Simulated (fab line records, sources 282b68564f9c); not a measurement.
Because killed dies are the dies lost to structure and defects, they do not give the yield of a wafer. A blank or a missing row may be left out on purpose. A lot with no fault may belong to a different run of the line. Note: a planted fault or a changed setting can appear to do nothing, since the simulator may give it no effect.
Which tool did it?    flow rit_cmos    42 wafers from 14 lots sampled at 2 of the route's 202 steps

== WHAT EACH GAUGE READ, for each wafer ==
RIT_NRETRO_TW_MEAS_10. Usual: NRETRO_TW gives 1040 (standard deviation 10).
lot   measured     on             NRETRO_TW       flag
L985  day 2 07:37  film_metro-01  1032 1034 1029  
L986  day 2 13:47  film_metro-01  1039 1034 1039  
L987  day 2 19:14  film_metro-01  1043 1033 1034  
L988  day 2 21:25  film_metro-03  1059 1055 1044  
L990  day 3 09:37  film_metro-03  1052 1046 1049  
L991  day 3 14:37  film_metro-01  1028 1022 1027  
L992  day 3 17:59  film_metro-03  1048 1050 1049  
L993  day 3 23:31  film_metro-02  1040 1038 1036  
L997  day 4 22:48  film_metro-01  1032 1032 1036  
L100  day 5 10:59  film_metro-02  1277 1278 1276  OFF
L102  day 5 21:30  film_metro-03  1052 1047 1052  
L105  day 6 10:30  film_metro-01  1260 1243 1256  OFF
L106  day 6 17:21  film_metro-01  1021 1025 1022  
L108  day 7 03:23  film_metro-01  1031 1033 1031  

== WHAT TOOL EACH LOT RAN ON (gives the tool, then ch and the chambers of the sampled wafers, and finally the start) ==
lot   RIT_NRETRO_IMPLANT_08
L985  implanter-03 ch 0, day 2 07:19
L986  implanter-04 ch 0, day 2 13:29
L987  implanter-03 ch 0, day 2 18:55
L988  implanter-01 ch 0, day 2 21:07
L990  implanter-01 ch 0, day 3 09:17
L991  implanter-04 ch 0, day 3 14:18
L992  implanter-01 ch 0, day 3 17:41
L993  implanter-04 ch 0, day 3 23:12
L997  implanter-01 ch 0, day 4 22:29
L100  implanter-04 ch 0, day 5 10:42
L102  implanter-03 ch 0, day 5 21:12
L105  implanter-04 ch 0, day 6 10:13
L106  implanter-01 ch 0, day 6 17:02
L108  implanter-01 ch 0, day 7 03:06
- RIT_NRETRO_IMPLANT_08

== AS READ BY THE TOOLS THEMSELVES (means over the sampled wafers that have a number; for cases with no such wafer, the mark the record gives instead) ==
RIT_NRETRO_IMPLANT_08. Usual: dose_ions_cm2 1.0001e+13, standard deviation 1.2e+10; faraday_current_uA 31.8, standard deviation 0.64.
lot   tool          dose_ions_cm2  faraday_current_uA  flag
L985  implanter-03  1.0011e+13     31.6                
L986  implanter-04  9.9933e+12     31.8                
L987  implanter-03  9.9947e+12     31.6                
L988  implanter-01  9.9857e+12     32.5                
L990  implanter-01  9.9963e+12     32.3                
L991  implanter-04  9.9890e+12     32.5                
L992  implanter-01  1.0012e+13     32.2                
L993  implanter-04  1.0025e+13     32.3                
L997  implanter-01  9.9997e+12     32.0                
L100  implanter-04  1.8761e+13     59.9                OFF
L102  implanter-03  1.0011e+13     31.8                
L105  implanter-04  1.8753e+13     59.8                OFF
L106  implanter-01  1.0002e+13     31.8                
L108  implanter-01  9.9990e+12     31.4                

== THE ANSWER, worked out from the rows above alone ==
Rule: a lot counts as off when the mean over its wafers that have a number is more than 3 standard deviations away from the usual mean. A lot without any number at a reading at which 4 lots or more have one is off too. All remaining lots with rows at the step are treated as sound. First the gauges in route order, then the tools' own readings, where a lot's mean is used as printed above. At the first step where some lot is off, the reading lying furthest off is the one used; lots without a number count as furthest.
Off: at RIT_NRETRO_TW_MEAS_10 (NRETRO_TW), L100, L105.
If a tool, at a process step before that reading, ran all the lots that are off and no sound lot after the first of them, it fits. The gauges at RIT_NRETRO_TW_MEAS_10 aren't tried: what is off there is off at RIT_NRETRO_IMPLANT_08 too, on other tools, and a gauge's error can't cause that. One fits: implanter-04 at RIT_NRETRO_IMPLANT_08. Its last sound lot is L993 (day 3 23:12), its first lot that is off L100 (day 5 10:42): a fault that began between those two fits.
The tool's own readings at RIT_NRETRO_IMPLANT_08 bear it out: on the lots that are off they differ by more than 5 times the standard deviation of the sound lots' means. dose_ions_cm2 reads 1.8757e+13 there against 1.0002e+13 on the sound lots; faraday_current_uA reads 59.8 there against 32.0 on the sound lots.

== WHAT HAD BEEN PUT IN BY THE SIMULATOR ==
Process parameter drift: implanter-04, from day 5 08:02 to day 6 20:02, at RIT_NRETRO_IMPLANT_08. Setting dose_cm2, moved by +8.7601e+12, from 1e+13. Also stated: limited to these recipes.
Lots struck among those shown: L100, L105. The same result came from the rule above.
